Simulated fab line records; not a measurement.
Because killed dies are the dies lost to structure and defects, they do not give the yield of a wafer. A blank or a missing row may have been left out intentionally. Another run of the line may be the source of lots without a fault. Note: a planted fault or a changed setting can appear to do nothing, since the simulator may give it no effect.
Comparing a struck lot with a sound one	flow rit cmos	25 steps out of a route of 202
Sound: wafers L277.2, L277.4, L277.6. Struck: wafers L266.1, L266.5, L266.6. Last of all comes the cause.
For every step that has rows: the tool of each side, followed by ch and its chambers, followed by its first start. Under that, the readings that differ: sound wafers	struck wafers	difference of the means	sigmas: that difference in standard deviations of wafers without a fault.
alike: readings whose means differ by less than 2 such deviations, and words and numbers that are the same on both sides. not compared: withheld readings, readings that some wafer has no value for, bounds like >300 that may hide the same value, and numbers for which the record gives no deviation and whose values overlap.
Wherever a step has rows on one side only, a row that says differs or no value, or a row with sigmas, the two part there. When numbers do not overlap yet have no deviation, they are printed without sigmas and do not part them. A reading missing from all wafers of one side parts the sides only when that side holds two or more wafers.

first, 1 step without rows for these wafers: RIT_PRETRO_IMPLANT_08.
RIT_PRETRO_STRIP_09: strips in O2, time 180 s.
  sound on plasma asher-03 ch 0,1, day 5 20:04; struck on plasma asher-01 ch 0,1, day 3 14:08
  alike: drypump motor current A
  not compared: rf hours counter h
RIT_PRETRO_TW_MEAS_10:
  sound on film metro-02 at day 5 20:14; struck on film metro-02 at day 3 14:19
  alike: PRETRO_TW
then, 5 steps without rows for these wafers: RIT_GATE_WET_ETCH_00 (etches SiO2 in BOE, target depth 56 nm, time 60 s); RIT_GATE_CLEAN_01 (cleans in SC1, time 600 s); RIT_GATE_CLEAN_02 (cleans in dHF, time 30 s); RIT_GATE_CLEAN_03 (cleans in SC2, time 600 s); RIT_GATE_CLEAN_04 (cleans in dHF, time 60 s).
RIT_FOX2_THK_MEAS_91:
  sound on film metro-03 at day 5 20:43; struck on film metro-04 at day 3 14:49
  alike: FIELD_OXIDE_LEFT_2_THK
then, 2 steps without rows for these wafers: RIT_GATE_OXIDATION_05 (target thk 3 nm, ox time 270 s); RIT_GATE_ANNEAL_06 (time 600 s).
RIT_GATE_THK_MEAS_07:
  sound on film metro-01 at day 5 22:07; struck on film metro-03 at day 3 16:47
  alike: GATE_OXIDE_THK
RIT_GATE_CVD_08: deposits poly-Si from SiH4, target thk 250 nm, time 2220 s.
  sound on lpcvd-02 ch 0, day 5 22:10; struck on lpcvd-01 ch 1, day 3 16:50
reading	sound	struck	difference	sigmas
model.poly-Si_of_GATE_CVD_08.thk nm (nm)	251.1 250.7 249.6	434.7 433 435.9	+184.1	
RIT_GATE_THK_MEAS_09:
  sound on film metro-03 at day 5 23:47; struck on film metro-04 at day 3 18:27
reading	sound	struck	difference	sigmas
GATE_POLY_THK (nm)	251.1 250.5 249.5	435.0 433.4 436.2	+184.5	+80
then, 6 steps without rows for these wafers: RIT_GATE_HMDS_10 (prime time 60 s); RIT_GATE_COAT_11 (resist thk 850 nm); RIT_GATE_SOFTBAKE_12 (time 60 s); RIT_GATE_EXPOSE_13 (exposes mask M6, target cd 150 nm); RIT_GATE_PEB_14; RIT_GATE_DEVELOP_15 (develop time 50 s).
RIT_GATE_CD_MEAS_16 targets a cd of 150 nm.
  sound on cd sem-01 at day 6 00:55; struck on cd sem-02 at day 3 19:29
reading	sound	struck	difference	sigmas
cd nm (nm)	151.1 148.3 149.5	142.6 139.1 140.1	-9.0	-5
RIT_GATE_OVL_MEAS_17:
  sound on overlay-01 at day 6 01:02; struck on overlay-02 at day 3 19:37
  alike: GATE_OVL
then, 1 step without rows for these wafers: RIT_GATE_HARDBAKE_18 (time 60 s).
RIT_GATE_ETCH_19: etches poly-Si in SF6/CHF3/O2, stops on SiO2, time 165 s, target depth 312.5 nm.
  sound on rie si-02 ch 0,1,3, day 6 01:19; struck on rie si-01 ch 1,2,3, day 3 19:48
reading	sound	struck	difference	sigmas
oes product au (a.u.)	0.854 0.827 0.866	0.999 1.034 1.013	+0.166	+11
model.GATE.feature depth nm (nm)	251.1 250.7 249.6	312.6 317.4 315.8	+64.8	
model.etch.depth nm (nm)	251.1 250.7 249.6	312.6 317.4 315.8	+64.8	
model.GATE.cd nm (nm)	151.1 148.6 149.7	142.6 139.3 140.4	-9.0	
  alike: drypump motor current A, throttle valve pct
  not compared: rf hours counter h
RIT_GATE_STRIP_20: strips in O2, time 180 s.
  sound on plasma asher-02 ch 0,1, day 6 01:25; struck on plasma asher-02 ch 0,1, day 3 19:55
  alike: drypump motor current A
  not compared: rf hours counter h

## WHERE THEY PART
At RIT_GATE_THK_MEAS_09 first; at RIT_GATE_ETCH_19 last (within this record only). Later steps at which nothing parts them and some readings are alike: RIT_GATE_STRIP_20.

WHY: the cause the simulator had injected
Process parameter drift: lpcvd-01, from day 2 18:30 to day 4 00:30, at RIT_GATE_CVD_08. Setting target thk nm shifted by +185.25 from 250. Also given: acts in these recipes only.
